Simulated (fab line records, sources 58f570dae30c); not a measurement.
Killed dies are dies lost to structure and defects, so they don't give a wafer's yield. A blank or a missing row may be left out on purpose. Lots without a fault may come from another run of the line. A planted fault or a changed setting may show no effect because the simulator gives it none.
Problem report in the 8D (eight disciplines) form, filled by code | flow berkeley_cmos170 | the parts of the form that need people (team, actions taken, sign-off) are left out

1. THE PROBLEM
rf_fwd_power_W at UCB170_M3_ETCH_17 reads a mean of 417.3 W on 1 wafer of 1 lot; wafers without a fault read 494.5 W with a standard deviation of 1.6. That is -48 standard deviations from the usual mean.
The step: etches BARC in N2/H2.
First seen on wafer L459.2, day 10 09:41, on rie_diel-01. The record holds 39 wafers of 13 lots with a number at this step. Rule for "out", or "out of limits": more than 4 standard deviations from the usual mean. The other wafers with a number count as sound.

2. WHAT IT IS AND WHAT IT IS NOT
question                    | is                             | is not
which readings at this step | rf_fwd_power_W, oes_product_au | drypump_motor_current_A, throttle_valve_pct
which lots                  | L459                           | L448, L449, L450, L451, L452, L453, L454, L455, L465, L466, L467, L471
which wafers of those lots  | L459.2                         | L459.1, L459.3
read on which tools         | rie_diel-01                    | rie_diel-03, rie_diel-04
when                        | from day 10 09:41              | up to then (26 sound wafers); but 12 sound wafers of L465, L466, L467, L471 came after

3. SUSPECTS, AND WHAT RULES EACH OUT
Counting: a tool at a process step up to the reading stays a suspect if it ran every lot that is out. Sound lots after the first of them don't rule it out here, since some wafers of a struck lot are sound.
- cmp-01 at UCB170_V2_CMP_02 (polishes SiO2): kept. It ran the lot that is out, L459 (day 10 02:46); its last sound lot up to then is L452 (day 8 07:49).
- rie_diel-01 at UCB170_M3_ETCH_17 (etches BARC in N2/H2): kept. It ran the lot that is out, L459 (day 10 09:41); its last sound lot up to then is L454 (day 8 14:53). Its own readings are out on those wafers: oes_product_au, rf_fwd_power_W.
- Within cmp-01 at UCB170_V2_CMP_02: the wafers that are out ran in chamber 3; their sound lot-mates ran in chambers 0, 2.
- Within rie_diel-01 at UCB170_M3_ETCH_17: the wafers that are out ran in chamber 3; their sound lot-mates ran in chambers 0, 2.
Left after counting: cmp-01 at UCB170_V2_CMP_02, rie_diel-01 at UCB170_M3_ETCH_17.

4. THE CAUSE (what the simulator had put in)
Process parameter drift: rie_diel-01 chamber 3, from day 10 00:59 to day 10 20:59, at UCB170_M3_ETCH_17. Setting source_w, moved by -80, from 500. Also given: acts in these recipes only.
Counting left 2 suspects, and this tool is among them.

5. THE CHAIN OF EFFECTS, in route order
Each row: a reading whose mean over the struck wafers that have a number lies more than 3 standard deviations from the usual. Only readings for which the record gives a usual standard deviation are gone through. hours: the time from each lot's start at the first step in this table that gives one to its start at this step, as a median over the lots. sigmas: the change in usual standard deviations.
hours | step              | reading        | usual      | on struck wafers | change | sigmas
0     | UCB170_M3_ETCH_17 | oes_product_au | 1.001 a.u. | 0.940            | -0.061 | -4.1
0     | UCB170_M3_ETCH_17 | rf_fwd_power_W | 494.5 W    | 417.3            | -77.2  | -48
The process steps in it:
- UCB170_M3_ETCH_17: etches BARC in N2/H2.
Later measuring or inspecting steps at which every struck wafer that the step has a row for has a number for every such reading, and none has moved that far: UCB170_M3_BOW_MEAS_20.

6. WHAT WOULD HAVE CAUGHT IT SOONER
In this record the first reading out of limits was taken at day 10 09:41, 9 hours after the fault began at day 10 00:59.
